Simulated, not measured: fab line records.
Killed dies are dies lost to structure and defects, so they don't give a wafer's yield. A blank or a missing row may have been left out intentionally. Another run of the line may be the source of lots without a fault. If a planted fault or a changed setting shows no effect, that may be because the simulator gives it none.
Matching of chambers || flow berkeleyCmos170 || UCB170_GATE_ETCH_14 on rieDiel-04: 4 sister chambers
The step etches BARC in N2/H2. 7 wafers are shown with their chamber, then 7 later ones without.

## WAFERS WITH THEIR CHAMBER
{"wafer": "L599.1", "chamber": 1, "throttleValvePct (%)": 13.36, "oesProductAu (a.u.)": 1.008}
{"wafer": "L599.2", "chamber": 3, "throttleValvePct (%)": 13.25, "oesProductAu (a.u.)": 1.000}
{"wafer": "L603.1", "chamber": 3, "throttleValvePct (%)": 13.25, "oesProductAu (a.u.)": 0.986}
{"wafer": "L603.4", "chamber": 0, "throttleValvePct (%)": 13.45, "oesProductAu (a.u.)": 0.989}
{"wafer": "L603.6", "chamber": 2, "throttleValvePct (%)": 13.51, "oesProductAu (a.u.)": 0.970}
{"wafer": "L608.1", "chamber": 1, "throttleValvePct (%)": 13.37, "oesProductAu (a.u.)": 1.012}
{"wafer": "L608.3", "chamber": 0, "throttleValvePct (%)": 13.45, "oesProductAu (a.u.)": 0.997}

## WAFERS WITHOUT THEIR CHAMBER
{"wafer": "L608.5", "throttleValvePct (%)": 13.27, "oesProductAu (a.u.)": 0.985}
{"wafer": "L612.1", "throttleValvePct (%)": 13.51, "oesProductAu (a.u.)": 0.975}
{"wafer": "L612.3", "throttleValvePct (%)": 13.25, "oesProductAu (a.u.)": 0.996}
{"wafer": "L612.4", "throttleValvePct (%)": 13.45, "oesProductAu (a.u.)": 0.999}
{"wafer": "L614.1", "throttleValvePct (%)": 13.49, "oesProductAu (a.u.)": 0.966}
{"wafer": "L614.2", "throttleValvePct (%)": 13.44, "oesProductAu (a.u.)": 0.993}
{"wafer": "L614.4", "throttleValvePct (%)": 13.36, "oesProductAu (a.u.)": 1.014}

## WHICH CHAMBER EACH ONE RAN IN
{"wafer": "L608.5", "from the rows above": 3, "in truth": 3}
{"wafer": "L612.1", "from the rows above": 2, "in truth": 2}
{"wafer": "L612.3", "from the rows above": 3, "in truth": 3}
{"wafer": "L612.4", "from the rows above": 0, "in truth": 0}
{"wafer": "L614.1", "from the rows above": 2, "in truth": 2}
{"wafer": "L614.2", "from the rows above": 0, "in truth": 0}
{"wafer": "L614.4", "from the rows above": 1, "in truth": 1}
7 of 7 placed correctly. From these rows, 0 cannot be placed. Placed wrongly: 0.
How it was worked out, from the rows above alone: a wafer's distance from a chamber is the root of the sum, over the readings, of the square of ((its reading less the chamber's mean) divided by the reading's scatter). If the next closest chamber is less than 2 further off than the closest, the wafer can't be placed; otherwise it belongs to the closest. A chamber's mean is the mean of its shown wafers. The scatter is the square root of a quotient: the sum, over the shown wafers, of each reading's squared deviation from its chamber's mean, divided by wafers minus chambers.
